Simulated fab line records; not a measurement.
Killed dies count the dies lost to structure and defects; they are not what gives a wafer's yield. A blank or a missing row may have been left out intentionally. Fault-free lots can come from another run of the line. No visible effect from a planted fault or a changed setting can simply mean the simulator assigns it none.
2 desks looking at one fault	flow berkeley cmos170	numbers are kept per desk, each desk with only its own; the story behind them comes last

## THE TOOL OWNER'S DESK: rie metal-03
The tool's own readings at UCB170_M3_METAL_ETCH_18 (etches Al in Cl2/BCl3, stops on SiO2, target depth 1170 nm, time 195 s): means of the sampled wafers that have a number, for each lot that ran on this tool. The brackets show how far a lot's mean lies from the usual mean; more than 4 standard deviations puts the lot out of limits, marked OUT.
Columns: A = bcl3 flow sccm at UCB170_M3_METAL_ETCH_18, usual 45.01 sccm; B = drypump motor current A at UCB170_M3_METAL_ETCH_18, usual 5.76 A; C = oes product au at UCB170_M3_METAL_ETCH_18, usual 0.847 a.u.; D = throttle valve pct at UCB170_M3_METAL_ETCH_18, usual 24.36 %
lot	first seen here	A	B	C	D
L831	day 9 12:07	44.98	5.77	0.834	24.33
L833	day 10 03:59	44.87	5.86	0.827	24.30
L846	day 12 16:29	45.14	5.77	0.845	24.33
This desk's finding: nothing out of limits on any of the 3 lots.

## THE METROLOGY DESK
What the gauges read for every lot (on any tool): the sampled wafers with a number, averaged. The brackets show how far a lot's mean lies from the usual mean; more than 4 standard deviations puts the lot out of limits, marked OUT.
Columns: A = cd nm at UCB170_M3_CD_MEAS_15, usual 699.9 nm; B = M3_OVL at UCB170_M3_OVL_MEAS_16, usual 1 nm
lot	first seen here	A	B
L827	day 8 17:23	699.4	2
L831	day 9 11:55	701.3	-1
L833	day 10 03:47	701.8	-2
L838	day 11 09:31	697.8	-4
L846	day 12 16:19	701.1	14
L845	day 12 19:17	700.5	3
This desk's finding: nothing out of limits on any of the 6 lots.

## TAKEN TOGETHER
The tool owner's desk saw nothing out of limits.
The metrology desk saw nothing out of limits.

## WHAT WAS PUT IN BY THE SIMULATOR
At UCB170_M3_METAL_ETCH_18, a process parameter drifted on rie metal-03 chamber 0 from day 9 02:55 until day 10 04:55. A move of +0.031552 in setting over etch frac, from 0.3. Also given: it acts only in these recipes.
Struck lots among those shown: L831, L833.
